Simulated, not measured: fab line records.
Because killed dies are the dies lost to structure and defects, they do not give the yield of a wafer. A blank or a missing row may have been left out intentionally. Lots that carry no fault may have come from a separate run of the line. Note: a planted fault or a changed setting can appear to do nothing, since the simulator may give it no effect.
fab line records ; flow rit_cmos
[record] lots = 6; wafers = 18; last_day = 7
route steps=202 shown FOX2@24 NWELL@28 PWELL@39 WELLDRIVE@50 M1@202
lots that met no fault: taken from a fault-free run of the same line
start_h: hours from the record's first day to the start of the lot's first wafer shown ; wait_h: time in hours since the lot's previous step ; " same as the row above ; L1.1+2: a row that stands for several wafers ; - either no value or no given start ; * or withheld: withheld ; < > ~ a bound
route shown NAME@n: a module of which the file shows steps, and the number in the route of the first ; usual: average and standard deviation across the fault-free wafers ; same: alike in all rows ; chamber/n: place in a boat ; sites: readings site by site ; _std_site: standard deviation across them ; _edge_site: mean of outer sites minus mean of inner sites ; radius_mm: for every site, how far away it sits from the centre of the wafer ; mask NAME#n: copy n ; behind: the tool/chamber that last shaped the wafer ; hold: reason for holding the lot/hours on hold/outcome of the hold ; device: transistor that didn't switch, given as n, p or np ; end of line: the route-end tests of the same wafers ; a step without rows: its recipe alone ; killed: not the wafer's yield, but the dies lost to structure and defects at the first sort ; map: a wafer's dies, x killed, . not, _ none there
set.NAME: the setting that was run; set.NAME@STEP: the one run at that earlier step ; model.NAME: the simulator's own value behind a step, which no gauge read
a table for each step, a row for each wafer; lots at some steps of the route
services: from which hour (start_h, from the record's first day; less than 0 if before it) a tool's chamber was out of use, for how many hours, and why
[[steps]]
[step RIT_FOX2_THK_MEAS_01]
[recipe] reads = SiO2_of_FOX2_OXIDATION_00
[usual] FOX2_OXIDE_THK = 353/5.2
lot.wafer;tool;chamber;start_h;wait_h;FOX2_OXIDE_THK[nm]
L846.3;film_metro-04;-;24.01;0.0;363
L846.4;film_metro-04;-;24.01;0.0;362
L846.5;film_metro-04;-;24.01;0.0;366
L851.2;film_metro-02;-;50.38;0.0;345
L851.4;film_metro-02;-;50.38;0.0;352
L851.5;film_metro-02;-;50.38;0.0;352
L854.2;film_metro-04;-;66.47;0.0;351
L854.5;film_metro-04;-;66.47;0.0;349
L854.6;film_metro-04;-;66.47;0.0;353
L862.1;film_metro-04;-;105.40;0.0;356
L862.2;film_metro-04;-;105.40;0.0;351
L862.3;film_metro-04;-;105.40;0.0;357
L864.3;film_metro-03;-;114.84;0.0;352
L864.5;film_metro-03;-;114.84;0.0;350
L864.6;film_metro-03;-;114.84;0.0;354
L868.2;film_metro-04;-;137.45;0.0;358
L868.3;film_metro-04;-;137.45;0.0;355
L868.6;film_metro-04;-;137.45;0.0;355
[step RIT_FOX2_CLEAN_02]
[recipe] chemistry = dHF; dilution = 50:1; time_s = 180
[step RIT_FOX2_WET_ETCH_03]
[recipe] chemistry = H3PO4; target = Si3N4; target_depth_nm = 195; temp_c = 165; time_s = 2700
[step RIT_FOX2_THK_MEAS_90]
[recipe] reads = SiO2_of_FOX2_OXIDATION_00
[usual] FIELD_OXIDE_LEFT_1_THK = 326/5.3
lot.wafer;tool;chamber;start_h;wait_h;FIELD_OXIDE_LEFT_1_THK[nm]
L846.3;film_metro-04;-;24.89;0.0;336
L846.4;film_metro-04;-;24.89;0.0;334
L846.5;film_metro-04;-;24.89;0.0;338
L851.2;film_metro-04;-;51.26;0.0;317
L851.4;film_metro-04;-;51.26;0.0;325
L851.5;film_metro-04;-;51.26;0.0;324
L854.2;film_metro-04;-;67.34;0.0;323
L854.5;film_metro-04;-;67.34;0.0;322
L854.6;film_metro-04;-;67.34;0.0;325
L862.1;film_metro-04;-;106.27;0.0;329
L862.2;film_metro-04;-;106.27;0.0;324
L862.3;film_metro-04;-;106.27;0.0;330
L864.3;film_metro-04;-;115.78;0.0;325
L864.5;film_metro-04;-;115.78;0.0;323
L864.6;film_metro-04;-;115.78;0.0;326
L868.2;film_metro-02;-;138.40;0.0;331
L868.3;film_metro-02;-;138.40;0.0;327
L868.6;film_metro-02;-;138.40;0.0;327
[step RIT_NWELL_HMDS_00]
[recipe] prime_time_s = 60; prime_temp_c = 140
[step RIT_NWELL_COAT_01]
[recipe] resist = NOVOLAK; spin_rpm = 2000; resist_thk_nm = 1300
[step RIT_NWELL_SOFTBAKE_02]
[recipe] resist = NOVOLAK; temp_c = 90; time_s = 60
[step RIT_NWELL_EXPOSE_03]
[recipe] mask_id = M2; na = 0.57; target_cd_nm = 43900; dose_mj = 250
[step RIT_NWELL_PEB_04]
[recipe] resist = NOVOLAK; temp_c = withheld; time_s = withheld
[step RIT_NWELL_DEVELOP_05]
[recipe] resist = NOVOLAK; develop_time_s = 68; dev_temp_c = 23
[step RIT_NWELL_OVL_MEAS_06]
[usual] NWELL_OVL = 0.5/1.4
lot.wafer;tool;chamber;start_h;wait_h;NWELL_OVL[nm]
L846.3;overlay-01;-;25.82;-;2.3
L846.4;overlay-01;-;25.82;-;1.1
L846.5;overlay-01;-;25.82;-;1.7
L851.2;overlay-02;-;52.41;-;2.3
L851.4;overlay-02;-;52.41;-;1.3
L851.5;overlay-02;-;52.41;-;0.2
L854.2;overlay-01;-;68.41;-;-2.4
L854.5;overlay-01;-;68.41;-;-0.9
L854.6;overlay-01;-;68.41;-;-1.1
L862.1;overlay-02;-;107.34;-;-1.4
L862.2;overlay-02;-;107.34;-;1.8
L862.3;overlay-02;-;107.34;-;0.4
L864.3;overlay-02;-;116.92;-;-0.3
L864.5;overlay-02;-;116.92;-;0.4
L864.6;overlay-02;-;116.92;-;0.4
L868.2;overlay-01;-;139.33;-;-0.6
L868.3;overlay-01;-;139.33;-;-0.7
L868.6;overlay-01;-;139.33;-;1.7
[step RIT_NWELL_HARDBAKE_07]
[recipe] resist = NOVOLAK; temp_c = 140; time_s = 120
[step RIT_NWELL_IMPLANT_08]
[recipe] species = P; energy_kev = 170; dose_cm2 = 5e+13; tilt_deg = 7
[usual] beam_on_s = 10.01/0.2; end_station_pressure_torr = 5.15e-06/2.7e-07; faraday_current_uA = 158/3.1
lot.wafer;tool;chamber;start_h;wait_h;beam_on_s;end_station_pressure_torr;faraday_current_uA
L846.3;implanter-04;0;26.15;0.2;9.67;5.16e-06;164
L846.4;implanter-04;0;26.15;0.2;9.87;5.41e-06;160
L846.5;implanter-04;0;26.15;0.2;10.09;4.58e-06;158
L851.2;implanter-04;0;52.72;0.2;9.84;5.15e-06;161
L851.4;implanter-04;0;52.72;0.2;10.17;4.88e-06;156
L851.5;implanter-04;0;52.72;0.2;10.15;5.02e-06;157
L854.2;implanter-02;0;68.71;0.2;10.22;5.5e-06;155
L854.5;implanter-02;0;68.71;0.2;9.82;5.75e-06;161
L854.6;implanter-02;0;68.71;0.2;9.93;4.97e-06;159
L862.1;implanter-04;0;107.63;0.2;11.22;5.006e-05;143
L862.2;implanter-04;0;107.63;0.2;10.98;5.247e-05;146
L862.3;implanter-04;0;107.63;0.2;11.01;5.012e-05;146
L864.3;implanter-04;0;117.34;0.2;10.88;5.138e-05;147
L864.5;implanter-04;0;117.34;0.2;11.64;5.057e-05;137
L864.6;implanter-04;0;117.34;0.2;10.83;5.363e-05;148
L868.2;implanter-01;0;139.64;0.2;9.90;4.89e-06;160
L868.3;implanter-01;0;139.64;0.2;9.94;5.2e-06;160
L868.6;implanter-01;0;139.64;0.2;10.20;5.03e-06;156
[step RIT_NWELL_STRIP_09]
[recipe] chemistry = O2; time_s = 180; resist = NOVOLAK; platen_temp_c = withheld; power_w = 500; pressure_mtorr = 4000; o2_flow_sccm = 4000
[usual] drypump_motor_current_A = 5.6/0.33
lot.wafer;tool;chamber;start_h;wait_h;drypump_motor_current_A;rf_hours_counter_h
L846.3;plasma_asher-04;0;26.30;0.1;5.5;-
L846.4;plasma_asher-04;1;26.30;0.1;6.5;-
L846.5;plasma_asher-04;1;26.30;0.1;6.5;-
L851.2;plasma_asher-01;1;52.84;0.1;5.4;42
L851.4;plasma_asher-01;1;52.84;0.1;5.4;-
L851.5;plasma_asher-01;0;52.84;0.1;5.9;-
L854.2;plasma_asher-03;1;68.84;0.1;5.4;26
L854.5;plasma_asher-03;0;68.84;0.1;5.5;-
L854.6;plasma_asher-03;1;68.84;0.1;5.4;-
L862.1;plasma_asher-01;0;107.78;0.1;5.9;48
L862.2;plasma_asher-01;1;107.78;0.1;5.4;48
L862.3;plasma_asher-01;1;107.78;0.1;5.4;-
L864.3;plasma_asher-03;0;117.50;0.1;5.5;-
L864.5;plasma_asher-03;0;117.50;0.1;5.5;-
L864.6;plasma_asher-03;1;117.50;0.1;5.4;-
L868.2;plasma_asher-01;1;139.76;0.1;5.4;52
L868.3;plasma_asher-01;1;139.76;0.1;5.4;-
L868.6;plasma_asher-01;0;139.76;0.1;5.9;-
[step RIT_NWELL_TW_MEAS_10]
[usual] NWELL_TW = 2148/16
lot.wafer;tool;chamber;start_h;wait_h;NWELL_TW
L846.3;film_metro-04;-;26.44;0.1;2141
L846.4;film_metro-04;-;26.44;0.1;2135
L846.5;film_metro-04;-;26.44;0.1;2155
L851.2;film_metro-01;-;53.03;0.1;2138
L851.4;film_metro-01;-;53.03;0.1;2140
L851.5;film_metro-01;-;53.03;0.1;2139
L854.2;film_metro-03;-;69.02;0.1;2157
L854.5;film_metro-03;-;69.02;0.1;2168
L854.6;film_metro-03;-;69.02;0.1;2170
L862.1;film_metro-04;-;107.95;0.1;2197
L862.2;film_metro-04;-;107.95;0.1;2188
L862.3;film_metro-04;-;107.95;0.1;2198
L864.3;film_metro-01;-;117.63;0.1;2210
L864.5;film_metro-01;-;117.63;0.1;2206
L864.6;film_metro-01;-;117.63;0.1;2206
L868.2;film_metro-01;-;139.95;0.1;2140
L868.3;film_metro-01;-;139.95;0.1;2137
L868.6;film_metro-01;-;139.95;0.1;2144
[step RIT_PWELL_HMDS_00]
[recipe] prime_time_s = 60; prime_temp_c = 140
[step RIT_PWELL_COAT_01]
[recipe] resist = NOVOLAK; spin_rpm = 2000; resist_thk_nm = 1300
[step RIT_PWELL_SOFTBAKE_02]
[recipe] resist = NOVOLAK; temp_c = 90; time_s = 60
[step RIT_PWELL_EXPOSE_03]
[recipe] mask_id = M3; na = 0.57; target_cd_nm = 43700; dose_mj = 250
[step RIT_PWELL_PEB_04]
[recipe] resist = NOVOLAK; temp_c = withheld; time_s = withheld
[step RIT_PWELL_DEVELOP_05]
[recipe] resist = NOVOLAK; develop_time_s = 68; dev_temp_c = 23
[step RIT_PWELL_OVL_MEAS_06]
[usual] PWELL_OVL = 0.9/1.6
lot.wafer;tool;chamber;start_h;wait_h;PWELL_OVL[nm]
L846.3;overlay-02;-;27.59;-;-0.6
L846.4;overlay-02;-;27.59;-;-2.3
L846.5;overlay-02;-;27.59;-;0.1
L851.2;overlay-02;-;53.96;-;-3.2
L851.4;overlay-02;-;53.96;-;-1.7
L851.5;overlay-02;-;53.96;-;-1.3
L854.2;overlay-02;-;70.08;-;1.7
L854.5;overlay-02;-;70.08;-;0.3
L854.6;overlay-02;-;70.08;-;0.4
L862.1;overlay-02;-;108.89;-;1.7
L862.2;overlay-02;-;108.89;-;1.1
L862.3;overlay-02;-;108.89;-;1.3
L864.3;overlay-01;-;118.63;-;-0.4
L864.5;overlay-01;-;118.63;-;-0.1
L864.6;overlay-01;-;118.63;-;-2.0
L868.2;overlay-02;-;141.01;-;3.2
L868.3;overlay-02;-;141.01;-;3.0
L868.6;overlay-02;-;141.01;-;1.1
[step RIT_PWELL_HARDBAKE_07]
[recipe] resist = NOVOLAK; temp_c = 140; time_s = 120
[step RIT_PWELL_IMPLANT_08]
[recipe] species = B; energy_kev = 170; dose_cm2 = 7e+13; tilt_deg = 7
[step RIT_PWELL_STRIP_09]
[recipe] chemistry = O2; time_s = 180; resist = NOVOLAK; platen_temp_c = withheld; power_w = 500; pressure_mtorr = 4000; o2_flow_sccm = 4000
[usual] drypump_motor_current_A = 5.7/0.3
lot.wafer;tool;chamber;start_h;wait_h;drypump_motor_current_A;rf_hours_counter_h
L846.3;plasma_asher-02;1;28.07;0.1;5.8;-
L846.4;plasma_asher-02;0;28.07;0.1;5.6;-
L846.5;plasma_asher-02;1;28.07;0.1;5.8;-
L851.2;plasma_asher-04;1;54.39;0.1;6.5;41
L851.4;plasma_asher-04;1;54.39;0.1;6.5;-
L851.5;plasma_asher-04;0;54.39;0.1;5.5;-
L854.2;plasma_asher-04;0;70.51;0.1;5.5;43
L854.5;plasma_asher-04;1;70.51;0.1;6.5;-
L854.6;plasma_asher-04;0;70.51;0.1;5.5;-
L862.1;plasma_asher-03;1;109.33;0.1;5.4;31
L862.2;plasma_asher-03;0;109.33;0.1;5.5;31
L862.3;plasma_asher-03;1;109.33;0.1;5.4;-
L864.3;plasma_asher-03;1;119.11;0.1;5.4;-
L864.5;plasma_asher-03;1;119.11;0.1;5.4;-
L864.6;plasma_asher-03;0;119.11;0.1;5.5;-
L868.2;plasma_asher-03;0;141.44;0.1;5.5;35
L868.3;plasma_asher-03;1;141.44;0.1;5.4;-
L868.6;plasma_asher-03;1;141.44;0.1;5.4;-
[step RIT_PWELL_TW_MEAS_10]
[usual] PWELL_TW = 955/6.6
lot.wafer;tool;chamber;start_h;wait_h;PWELL_TW
L846.3;film_metro-03;-;28.21;0.1;955
L846.4;film_metro-03;-;28.21;0.1;953
L846.5;film_metro-03;-;28.21;0.1;955
L851.2;film_metro-03;-;54.58;0.1;965
L851.4;film_metro-03;-;54.58;0.1;958
L851.5;film_metro-03;-;54.58;0.1;958
L854.2;film_metro-04;-;70.70;0.1;948
L854.5;film_metro-04;-;70.70;0.1;941
L854.6;film_metro-04;-;70.70;0.1;945
L862.1;film_metro-03;-;109.50;0.1;952
L862.2;film_metro-03;-;109.50;0.1;957
L862.3;film_metro-03;-;109.50;0.1;960
L864.3;film_metro-01;-;119.25;0.1;948
L864.5;film_metro-01;-;119.25;0.1;952
L864.6;film_metro-01;-;119.25;0.1;950
L868.2;film_metro-01;-;141.62;0.1;951
L868.3;film_metro-01;-;141.62;0.1;952
L868.6;film_metro-01;-;141.62;0.1;953
[step RIT_WELLDRIVE_ANNEAL_00]
[recipe] temp_c = 1100; time_s = 14700; ambient = N2
[step RIT_WELLDRIVE_RS_MEAS_01]
[recipe] thk_meas_gauge = four-point-probe
[usual] NWELL_RS = 275.5/0.92
lot.wafer;tool;chamber;start_h;wait_h;NWELL_RS[ohm/sq]
L846.3;film_metro-03;-;35.14;0.0;275.3
L846.4;film_metro-03;-;35.14;0.0;275.5
L846.5;film_metro-03;-;35.14;0.0;275.4
L851.2;film_metro-03;-;62.10;0.0;276.8
L851.4;film_metro-03;-;62.10;0.0;276.8
L851.5;film_metro-03;-;62.10;0.0;276.7
L854.2;film_metro-04;-;78.47;0.0;275.8
L854.5;film_metro-04;-;78.47;0.0;276.5
L854.6;film_metro-04;-;78.47;0.0;274.9
L862.1;film_metro-03;-;115.22;0.0;258.7
L862.2;film_metro-03;-;115.22;0.0;258.2
L862.3;film_metro-03;-;115.22;0.0;258.4
L864.3;film_metro-03;-;124.85;0.0;258.6
L864.5;film_metro-03;-;124.85;0.0;258.2
L864.6;film_metro-03;-;124.85;0.0;258.7
L868.2;film_metro-04;-;147.55;0.0;275.1
L868.3;film_metro-04;-;147.55;0.0;275.0
L868.6;film_metro-04;-;147.55;0.0;275.2
[step RIT_WELLDRIVE_RS_MEAS_02]
[recipe] thk_meas_gauge = four-point-probe
[usual] PWELL_RS = 429.3/1.2
lot.wafer;tool;chamber;start_h;wait_h;PWELL_RS[ohm/sq]
L846.3;film_metro-03;-;35.26;0.1;428.3
L846.4;film_metro-03;-;35.26;0.1;429.2
L846.5;film_metro-03;-;35.26;0.1;428.6
L851.2;film_metro-03;-;62.22;0.1;427.8
L851.4;film_metro-03;-;62.22;0.1;428.1
L851.5;film_metro-03;-;62.22;0.1;428.5
L854.2;film_metro-04;-;78.59;0.1;428.8
L854.5;film_metro-04;-;78.59;0.1;428.8
L854.6;film_metro-04;-;78.59;0.1;427.7
L862.1;film_metro-03;-;115.34;0.1;431.1
L862.2;film_metro-03;-;115.34;0.1;431.2
L862.3;film_metro-03;-;115.34;0.1;430.5
L864.3;film_metro-03;-;124.97;0.1;428.5
L864.5;film_metro-03;-;124.97;0.1;429.0
L864.6;film_metro-03;-;124.97;0.1;430.3
L868.2;film_metro-04;-;147.67;0.1;427.8
L868.3;film_metro-04;-;147.67;0.1;428.8
L868.6;film_metro-04;-;147.67;0.1;428.3
[step RIT_M1_PROBE_99]
[usual] killed_at_M0_to_M3 = 0.0/0.12; killed_at_contacts = 0.1/0.25; killed_at_front_end = 6.8/2.7; killed_dies = 6.8/2.7; killed_open = 3.4/1.8; killed_short = 3.5/1.7
[same] gross_dies = 264; killed_at_M4_up = 0; killed_at_back_side = 0; killed_at_other = 0
lot.wafer;tool;chamber;start_h;wait_h;killed_at_M0_to_M3;killed_at_contacts;killed_at_front_end;killed_dies;killed_open;killed_short
L851.2;prober-01;-;93.09;0.1;0;0;7;7;3;4
L851.4;prober-01;-;93.19;0.2;0;1;4;5;0;5
L851.5;prober-01;-;93.24;0.2;0;0;7;7;2;5
L854.2;prober-01;-;128.25;0.9;0;0;7;7;6;1
L854.5;prober-01;-;128.40;1.0;0;0;7;7;2;5
L854.6;prober-01;-;128.45;1.0;0;0;6;6;3;3
L864.3;prober-02;-;157.69;0.2;0;0;8;8;3;5
L864.5;prober-02;-;157.79;0.2;0;0;5;5;1;4
L864.6;prober-02;-;157.84;0.2;0;0;11;11;5;6
L868.2;prober-02;-;176.93;0.1;0;0;6;6;6;0
L868.3;prober-02;-;176.98;0.2;0;0;5;5;1;4
L868.6;prober-02;-;177.13;0.2;0;0;9;9;7;2
// killed by level:class
L851.2 GATE:geometric_particle:short=3 GATE:geometric_particle:open=2 FOX2:geometric_particle:open=1 SPACER:geometric_particle:short=1
L851.4 FOX1:geometric_particle:short=2 GATE:geometric_particle:short=1 SPACER:geometric_particle:short=1 CONTACT:geometric_particle:short=1
L851.5 GATE:geometric_particle:open=2 GATE:geometric_particle:short=2 REOX:geometric_particle:short=1 SPACER:geometric_particle:short=1 SILICIDE:geometric_particle:short=1
L854.2 GATE:geometric_particle:open=3 FOX1:geometric_particle:open=2 FOX2:geometric_particle:short=1 SILICIDE:geometric_particle:open=1
L854.5 GATE:geometric_particle:short=3 FOX1:geometric_particle:short=2 FOX1:geometric_particle:open=1 GATE:geometric_particle:open=1
L854.6 GATE:geometric_particle:open=2 GATE:geometric_particle:short=2 FOX1:geometric_particle:open=1 SPACER:geometric_particle:short=1
L864.3 GATE:geometric_particle:open=2 SILICIDE:geometric_particle:short=2 FOX1:geometric_particle:short=1 GATE:geometric_particle:short=1 SPACER:geometric_particle:open=1 REOX:geometric_particle:short=1
L864.5 GATE:geometric_particle:short=2 GATE:geometric_particle:open=1 REOX:geometric_particle:short=1 SPACER:geometric_particle:short=1
L864.6 FOX2:geometric_particle:short=2 SILICIDE:geometric_particle:open=2 SILICIDE:geometric_particle:short=2 FOX1:geometric_particle:short=1 FOX1:geometric_particle:open=1 GATE:geometric_particle:open=1 GATE:geometric_particle:short=1 SPACER:geometric_particle:open=1
L868.2 SPACER:geometric_particle:open=2 SILICIDE:geometric_particle:open=2 FOX2:geometric_particle:open=1 GATE:geometric_particle:open=1
L868.3 REOX:geometric_particle:short=3 SILICIDE:geometric_particle:short=1 SILICIDE:geometric_particle:open=1
L868.6 GATE:geometric_particle:open=2 REOX:geometric_particle:short=2 FOX1:geometric_particle:open=1 FOX2:geometric_particle:open=1 REOX:geometric_particle:open=1 SPACER:geometric_particle:open=1 SILICIDE:geometric_particle:open=1
[[services]]
tool;chamber;start_h;hours;kind
plasma_asher-03;-;13.66;0.8;repair
plasma_asher-01;-;14.30;2.7;repair
implanter-02;-;48.99;2.3;repair
plasma_asher-04;-;78.79;21.3;repair
implanter-02;-;82.65;2.4;pm
implanter-01;-;83.39;10.1;repair
implanter-02;-;96.48;5.3;repair
plasma_asher-04;-;108.75;9.0;pm
plasma_asher-04;0;108.75;9.0;vent_cycle
plasma_asher-04;1;108.75;9.0;vent_cycle
plasma_asher-04;0;117.75;-;clean
plasma_asher-04;1;117.75;-;clean
plasma_asher-02;-;126.35;4.3;pm
[[key]]
[first_sign] step = RIT_NWELL_IMPLANT_08; reading = end_station_pressure_torr; direction = up; sigmas = 99+; usual = 5.15e-06; struck = 5.137e-05
[effect] step = RIT_NWELL_IMPLANT_08; reading = beam_on_s; direction = up; sigmas = 5.5; usual = 10.01; struck = 11.09
[effect] step = RIT_NWELL_TW_MEAS_10; reading = NWELL_TW; direction = up; sigmas = 3.2; usual = 2148; struck = 2201
[effect] step = RIT_WELLDRIVE_RS_MEAS_01; reading = NWELL_RS; direction = down; sigmas = 18; usual = 275.5; struck = 258.5
met_at RIT_NWELL_IMPLANT_08
struck_wafers L862.1,L862.2,L862.3,L864.3,L864.5,L864.6
tester_left_out L862,L864
onset_between 52.72 107.63
[fault] kind = process_parameter_drift; tool = implanter-04; chamber = -; onset_h = 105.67; steps = RIT_NWELL_IMPLANT_08; channel = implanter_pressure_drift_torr; offset = 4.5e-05; shape = step; end_h = 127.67
[fault] kind = process_parameter_drift; tool = implanter-04; chamber = -; onset_h = 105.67; steps = RIT_NWELL_IMPLANT_08; channel = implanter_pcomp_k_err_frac; offset = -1; shape = step; end_h = 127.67
// tester_left_out: of these lots the tester's yield and bins aren't shown, on N5 and GAA mostly nor the transistor test; their killed dies are dies lost to structure and defects alone, not to doping, threshold or leakage, so they don't give the yield
